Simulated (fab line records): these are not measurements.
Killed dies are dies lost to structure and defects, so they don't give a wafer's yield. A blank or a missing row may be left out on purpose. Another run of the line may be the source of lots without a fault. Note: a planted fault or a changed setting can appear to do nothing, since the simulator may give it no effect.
Problem report, 8D (eight disciplines) form, completed by code | flow ritCmos | the parts of the form that need people (team, actions taken, sign-off) are left out

## 1. WHAT WENT WRONG
Mean PLDD_TW at RIT_PLDD_TW_MEAS_10: 2400 over 6 wafers in 2 lots; fault-free wafers: 2340, standard deviation 9.9. That is +6.0 standard deviations from the usual mean.
Earliest sighting: wafer L728.2 on filmMetro-03 at day 4 07:10. Wafers with a number at this step in the record: 42, from 14 lots. Rule for "out", or "out of limits": more than 4 standard deviations from the usual mean. All remaining wafers that have a number are taken as sound.

## 2. WHAT IT IS; WHAT IT IS NOT
question                    | is                         | is not
which readings at this step | PLDD_TW                    | -
which lots                  | L728, L734                 | L722, L723, L724, L725, L727, L730, L736, L738, L741, L742, L743, L744
which wafers of those lots  | all that have a number     | -
read on which gauges        | filmMetro-02, filmMetro-03 | filmMetro-04
when                        | from day 4 07:10           | up to then (15 sound wafers); but 21 sound wafers of L730, L736, L738, L741, L742, L743, L744 came after

## 3. SUSPECTS, AND WHAT RULES EACH OUT
Counting: a tool stays on the suspect list if, at a process step up to the reading, it processed all lots that are out and no sound lot following the first of them.
- the gauge at RIT_PLDD_TW_MEAS_10: ruled out. The wafers that are out were read on 2 gauges (filmMetro-02, filmMetro-03).
- implanter-04 at RIT_PLDD_IMPLANT_08: kept. All lots that are out passed through it, beginning with L728 at day 4 06:51, and no sound lot followed; its final sound lot before that point was L727 at day 4 03:38. On those wafers its own readings are out: beamEnergyKeV.
Remaining after the count: implanter-04 at RIT_PLDD_IMPLANT_08.

## 4. THE CAUSE (what the simulator had put in)
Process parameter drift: implanter-04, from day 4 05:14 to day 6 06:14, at RIT_PLDD_IMPLANT_08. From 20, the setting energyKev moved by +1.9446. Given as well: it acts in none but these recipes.
After counting, this tool was the only one left.

## 5. THE CHAIN OF EFFECTS, in route order
Each row: a reading whose mean over the struck wafers that have a number lies more than 3 standard deviations from the usual. Only readings for which the record gives a usual standard deviation are gone through. hours: the time from each lot's start at the first step in this table that gives one to its start at this step, as a median over the lots. sigmas: the change in usual standard deviations.
hours | step                    | reading       | usual        | on struck wafers | change | sigmas
0     | RIT_PLDD_IMPLANT_08     | beamEnergyKeV | 19.999       | 21.938           | +1.939 | +99 or more
0     | RIT_PLDD_TW_MEAS_10     | PLDD_TW       | 2340         | 2400             | +60    | +6.0
7     | RIT_SDANNEAL_RS_MEAS_06 | PLDD_RS       | 178.4 ohm/sq | 172.9            | -5.5   | -12
It contains these process steps:
- RIT_PLDD_IMPLANT_08

## 6. WHAT WOULD HAVE CAUGHT IT SOONER
Counted from the fault's start at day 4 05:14, it took 2 hours until the first out-of-limits reading at a measuring or inspecting step in this record, taken at day 4 07:10.
The tool's own readings at RIT_PLDD_IMPLANT_08 were out on every struck wafer that the step has a row for (beamEnergyKeV): an alarm limit on them would have fired on the first of those.
Among the 2 lots that are out, L734 began RIT_PLDD_IMPLANT_08 on implanter-04 after day 4 07:10. Holding the tool at that time would have saved it.
